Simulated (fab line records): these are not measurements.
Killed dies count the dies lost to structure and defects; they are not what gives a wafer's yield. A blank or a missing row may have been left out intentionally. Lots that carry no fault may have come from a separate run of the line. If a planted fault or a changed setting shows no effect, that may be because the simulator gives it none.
Check for tools in common	flow ritCmos	39 wafers sampled across 13 lots

REASON FOR OPENING
Flagged at RIT_ACTIVE_CD_MEAS_11: reading cdNm, on 1 of 13 lots. Wafers without a fault read 1400.7 nm, standard deviation 2.3.
Rule: a lot gets a flag if all its wafers with a number sit over 4 standard deviations from that mean, or if no wafer of it has a number. As for the other lots, they are considered sound.

lot	measured	on	cdNm (nm), wafer by wafer	flag
L516	day 1 15:18	cdSem-02	1395.7 1398.4 1397.0	
L518	day 2 00:34	cdSem-01	1404.6 1403.9 1405.4	
L519	day 2 05:34	cdSem-02	1400.9 1401.7 1399.0	
L521	day 2 16:35	cdSem-01	1402.7 1401.1 1400.2	
L525	day 3 12:21	cdSem-02	1278.1 1279.0 1279.4	FLAGGED
L526	day 3 19:40	cdSem-02	1399.1 1396.5 1398.0	
L529	day 4 07:59	cdSem-02	1398.8 1398.3 1398.4	
L534	day 5 09:59	cdSem-02	1400.0 1398.5 1400.6	
L535	day 5 13:42	cdSem-02	1398.1 1398.3 1397.8	
L536	day 5 20:08	cdSem-02	1400.4 1400.5 1400.7	
L537	day 6 00:09	cdSem-01	1399.5 1399.4 1400.1	
L538	day 6 06:07	cdSem-02	1397.0 1399.6 1397.2	
L539	day 6 09:46	cdSem-01	1402.8 1400.0 1403.5	
On average the flagged lots' numbers are 1278.8 nm, which is -121.9 nm against the usual, or -53 standard deviations.

WHICH TOOL EACH LOT WENT THROUGH
The record holds 1 process step before the reading, out of a route of 202 steps. Cell contents, in order: the tool; ch with the chambers the sampled wafers went through; the start.
lot	flag	RIT_ACTIVE_EXPOSE_08
L516		ilineStepper-02 ch 0, day 1 14:54
L518		ilineStepper-01 ch 0, day 2 00:10
L519		ilineStepper-02 ch 0, day 2 05:10
L521		ilineStepper-01 ch 0, day 2 16:11
L525	FLAGGED	ilineStepper-01 ch 0, day 3 11:57
L526		ilineStepper-01 ch 0, day 3 19:16
L529		ilineStepper-01 ch 0, day 4 07:35
L534		ilineStepper-01 ch 0, day 5 09:33
L535		ilineStepper-01 ch 0, day 5 13:18
L536		ilineStepper-01 ch 0, day 5 19:38
L537		ilineStepper-01 ch 0, day 5 23:45
L538		ilineStepper-01 ch 0, day 6 05:43
L539		ilineStepper-02 ch 0, day 6 09:22
These steps, and what they do:
- RIT_ACTIVE_EXPOSE_08: exposes mask M1, target cd 1400 nm.
- RIT_ACTIVE_CD_MEAS_11: target cd 1400 nm.

FLAGGED OVER TOTAL, TOOL BY TOOL (the gauges that took the reading come last)
step	tool	lots run	flagged	share of the flagged lots	sound lots run after its first flagged lot
RIT_ACTIVE_EXPOSE_08	ilineStepper-01	10	1	all	7 (L526,L529,L534,L535,L536,L537,L538)
RIT_ACTIVE_EXPOSE_08	ilineStepper-02	3	0	none	-
RIT_ACTIVE_CD_MEAS_11	cdSem-01	4	0	none	-
RIT_ACTIVE_CD_MEAS_11	cdSem-02	9	1	all	6 (L526,L529,L534,L535,L536,L538)

WHAT IS ALLOWED BY THE TABLE
In 2 table rows, all flagged lots were run: ilineStepper-01 (RIT_ACTIVE_EXPOSE_08), cdSem-02 (RIT_ACTIVE_CD_MEAS_11).
- ilineStepper-01 at RIT_ACTIVE_EXPOSE_08: 1 of its 10 lots flagged. Sound lots followed the first flagged one (L526, L529, L534, L535, L536, L537, L538) on it, something a lasting fault affecting the whole tool could not allow.
- cdSem-02 at RIT_ACTIVE_CD_MEAS_11: 1 of its 9 lots flagged. Sound lots followed the first flagged one (L526, L529, L534, L535, L536, L538) on it, something a lasting fault affecting the whole tool could not allow.
Every row of the table either missed a flagged lot or ran a sound lot after the first.

WHAT WAS PUT IN BY THE SIMULATOR
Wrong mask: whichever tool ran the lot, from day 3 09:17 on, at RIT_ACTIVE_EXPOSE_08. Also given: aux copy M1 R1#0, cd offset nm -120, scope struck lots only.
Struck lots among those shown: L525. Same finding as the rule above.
